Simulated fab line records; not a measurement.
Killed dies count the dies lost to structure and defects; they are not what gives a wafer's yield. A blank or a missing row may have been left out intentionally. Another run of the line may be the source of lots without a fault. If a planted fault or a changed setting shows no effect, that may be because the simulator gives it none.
What tool caused it?	flow berkeley_cmos170	7 lots, 21 wafers sampled, at 4 steps of a route of 331

== WHAT THE GAUGES READ, wafer by wafer ==
UCB170_M3_THK_MEAS_03: measures by xrf.
lot	measured	on	M3_AL_THK (nm)
L623	day 9 00:31	film_metro-02	919 919 927
L624	day 9 12:40	film_metro-04	904 916 907
L627	day 9 22:32	film_metro-04	896 915 901
L633	day 11 05:26	film_metro-02	903 901 903
L631	day 11 10:07	film_metro-01	902 908 911
L642	day 13 01:11	film_metro-01	889 898 899
L644	day 13 03:54	film_metro-01	913 905 897

== TOOL THAT RAN EACH LOT (tool first, then ch and the chambers of the sampled wafers, then the start) ==
lot	UCB170_PSD_STRIP_09	UCB170_CONTACT_STRIP_06	UCB170_M1_SPUTTER_00
L623	plasma_asher-03 ch 0,1, day 7 17:11	plasma_asher-03 ch 1, day 8 02:27	pvd_sputter-02, day 8 05:45
L624	plasma_asher-04 ch 0,1, day 8 10:07	plasma_asher-03 ch 0,1, day 8 18:25	pvd_sputter-04, day 8 21:55
L627	plasma_asher-01 ch 0,1, day 8 19:11	plasma_asher-03 ch 0,1, day 9 05:28	pvd_sputter-04, day 9 08:13
L633	plasma_asher-04 ch 0,1, day 10 02:07	plasma_asher-04 ch 0,1, day 10 12:36	pvd_sputter-03, day 10 17:13
L631	plasma_asher-01 ch 1, day 10 02:40	plasma_asher-04 ch 0, day 10 14:58	pvd_sputter-04, day 10 17:34
L642	plasma_asher-01 ch 0,1, day 12 02:06	plasma_asher-03 ch 0,1, day 12 12:20	pvd_sputter-04, day 12 14:23
L644	plasma_asher-01 ch 0,1, day 12 02:42	plasma_asher-02 ch 0,1, day 12 12:47	pvd_sputter-02, day 12 14:59
- UCB170_PSD_STRIP_09: strips in O2.
- UCB170_CONTACT_STRIP_06: strips in O2.
- UCB170_M1_SPUTTER_00: material Al, target thk 600 nm, time 80 s.

== THE ANSWER, worked out from the rows above alone ==
Rule: usual is defined by the lots themselves. The widest of any qualifying gaps counts: lots, ordered by their means at a reading, are off when they make up no more than a third of the lots, leave a main group of 4 or more, and stand apart from it by 3 or more times the standard deviation of that group's means. The tables above print the reading to a certain number of digits; a main group whose means all agree to those digits is not used. Also off: a lot with no number at a reading for which 4 or more lots have one. Where the step has rows for the other lots, those lots are counted as sound.
Across all readings shown, no lot is off: no conclusion can be drawn from this.

== WHAT THE SIMULATOR HAD PUT IN ==
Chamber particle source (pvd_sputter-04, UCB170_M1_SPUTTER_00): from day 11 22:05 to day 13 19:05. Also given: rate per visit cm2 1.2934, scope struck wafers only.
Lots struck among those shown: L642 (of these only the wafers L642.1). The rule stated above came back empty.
